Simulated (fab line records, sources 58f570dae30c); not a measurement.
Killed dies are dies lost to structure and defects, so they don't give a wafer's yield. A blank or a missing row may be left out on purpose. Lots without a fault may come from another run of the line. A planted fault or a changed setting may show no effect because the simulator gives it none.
fab line records | flow berkeley_cmos170
record lots=7 wafers=21 last_day=11
route steps=331 shown START@1 ZERO@6
lots that met no fault: from a run of the same line without faults
start_h: hours from the record's first day to the start of the lot's first wafer shown | wait_h: hours since the lot's step before | " the same as in the row above | L1.1+2: a row that stands for several wafers | - no value, or no start given | * or withheld: withheld | < > ~ a bound
route shown NAME@n: a module of which the file shows steps, and the number in the route of the first | usual: mean/standard deviation of fault-free wafers | same: alike in all rows | chamber/n: place in a boat | sites: the reading at each site | _std_site: their standard deviation | _edge_site: outer sites' mean less inner sites' | radius_mm: how far each site lies from the wafer's centre | mask NAME#n: copy n | behind: the tool/chamber that last shaped the wafer | hold: why the lot was held/for how many hours/how that ended | device: the transistor (n, p or np) that didn't switch | end of line: the same wafers' tests at the end of the route | a step without rows: its recipe alone | killed: dies lost to structure and defects at the first sort, not the wafer's yield | map: a wafer's dies, x killed, . not, _ none there
set.NAME: the setting as run; set.NAME@STEP: as run at that earlier step | model.NAME: the simulator's own value behind a step, which no gauge read
lots at some steps of the route; a table a step, a row a wafer
## steps
# step UCB170_START_BOW_MEAS_00
# recipe mode=bow
# usual INCOMING_BOW=0/6.4
# columns lot.wafer tool chamber start_h wait_h INCOMING_BOW[um]
L335.3 film_metro-03 - 35.04 - -3
L335.4 " - " " -4
L335.5 " - " " 2
L344.1 film_metro-02 - 80.00 - 8
L344.2 " - " " 13
L344.3 " - " " -6
L345.1 film_metro-03 - 85.00 - 0
L345.3 " - " " 5
L345.4 " - " " 1
L346.2 film_metro-03 - 90.02 - 2
L346.5 " - " " -1
L346.6 " - " " 5
L347.1 film_metro-02 - 95.00 - 0
L347.4 " - " " 7
L347.6 " - " " 4
L351.3 film_metro-03 - 115.04 - -8
L351.4 " - " " 2
L351.6 " - " " -16
L352.3 film_metro-03 - 120.04 - 2
L352.4 " - " " 3
L352.6 " - " " -1
# step UCB170_START_CLEAN_01
# recipe chemistry=dHF dilution=25:1 time_s=60
# step UCB170_START_OXIDATION_02
# recipe temp_c=950 ambient=O2 target_thk_a=200 ox_time_s=1800
# step UCB170_START_THK_MEAS_03
# recipe reads=SiO2_of_START_OXIDATION_02
# usual START_OXIDE_THK=20.0/0.44
# columns lot.wafer tool chamber start_h wait_h START_OXIDE_THK[nm]
L335.3 film_metro-02 - 39.17 0.0 20.1
L335.4 " - " " 19.7
L335.5 " - " " 20.0
L344.1 film_metro-03 - 84.02 0.0 20.2
L344.2 " - " " 19.9
L344.3 " - " " 20.2
L345.1 film_metro-02 - 88.52 0.0 19.8
L345.3 " - " " 19.9
L345.4 " - " " 19.5
L346.2 film_metro-02 - 94.76 0.0 20.3
L346.5 " - " " 20.4
L346.6 " - " " 19.9
L347.1 film_metro-02 - 99.69 0.0 19.4
L347.4 " - " " 19.6
L347.6 " - " " 19.2
L351.3 film_metro-04 - 117.54 0.0 19.6
L351.4 " - " " 19.8
L351.6 " - " " 19.6
L352.3 film_metro-04 - 123.03 0.0 19.9
L352.4 " - " " 19.7
L352.6 " - " " 19.3
# step UCB170_START_ANNEAL_04
# recipe temp_c=950 time_s=1200 ambient=N2
# step UCB170_ZERO_HMDS_00
# recipe prime_time_s=60 prime_temp_c=100
# step UCB170_ZERO_COAT_01
# recipe resist=KrF spin_rpm=1500 resist_thk_nm=900
# step UCB170_ZERO_SOFTBAKE_02
# recipe resist=KrF temp_c=130 time_s=60
# step UCB170_ZERO_EXPOSE_03
# recipe mask_id=PM_MARKS na=0.5 sigma_outer=0.6 source_shape=conventional target_cd_nm=4000 dose_mj=30
# step UCB170_ZERO_PEB_04
# recipe peb_temp_c=130 peb_time_s=withheld resist=KrF
# usual chill_plate_temp_C=23.01/0.1 exhaust_pa=45.2/0.86
# columns lot.wafer tool chamber start_h wait_h chill_plate_temp_C exhaust_pa
L335.3 litho_track-03 0 45.49 0.8 23.08 45.1
L335.4 " 0 " " 23.10 45.9
L335.5 " 0 " " 23.20 44.2
L344.1 litho_track-02 0 89.00 0.7 22.95 44.9
L344.2 " 0 " " 23.02 45.3
L344.3 " 0 " " 22.93 46.0
L345.1 litho_track-03 - 92.22 0.2 - -
L345.3 " - " " - -
L345.4 " - " " - -
L346.2 litho_track-04 - 98.80 0.1 - -
L346.5 " - " " - -
L346.6 " - " " - -
L347.1 litho_track-02 - 105.64 0.1 - -
L347.4 " - " " - -
L347.6 " - " " - -
L351.3 litho_track-02 0 123.30 0.1 23.09 44.2
L351.4 " 0 " " 23.09 42.8
L351.6 " 0 " " 23.04 44.1
L352.3 litho_track-04 0 128.27 0.2 23.10 44.4
L352.4 " 0 " " 23.09 46.2
L352.6 " 0 " " 22.75 44.3
# step UCB170_ZERO_DEVELOP_05
# recipe developer=TMAH develop_time_s=45 resist=KrF dev_temp_c=21
## key
first_sign step=UCB170_ZERO_PEB_04 reading=tool_record direction=missing
effect none on later readings
met_at UCB170_ZERO_PEB_04
struck_wafers L345.1,L345.3,L345.4,L346.2,L346.5,L346.6,L347.1,L347.4,L347.6
later_rows_left_out L345.1,L345.3,L345.4,L346.2,L346.5,L346.6,L347.1,L347.4,L347.6
sort_left_out L345.1,L345.3,L345.4,L346.2,L346.5,L346.6,L347.1,L347.4,L347.6
tester_left_out L345,L346,L347
onset_between 89.00 92.22
fault kind=skipped_step_whole tool=litho_track-02,litho_track-03,litho_track-04 chamber=- onset_h=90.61 steps=UCB170_ZERO_PEB_04 scope=struck_lots_only
# tester_left_out: of these lots the tester's yield and bins aren't shown, on N5 and GAA mostly nor the transistor test; their killed dies are dies lost to structure and defects alone, not to doping, threshold or leakage, so they don't give the yield
# sort_left_out: the simulated sort isn't trusted on such a fault, so these wafers' sort isn't shown, and their yield isn't known
# later_rows_left_out: the simulator's readings of these wafers behind a module that went badly wrong aren't trusted and aren't shown, but for the sort
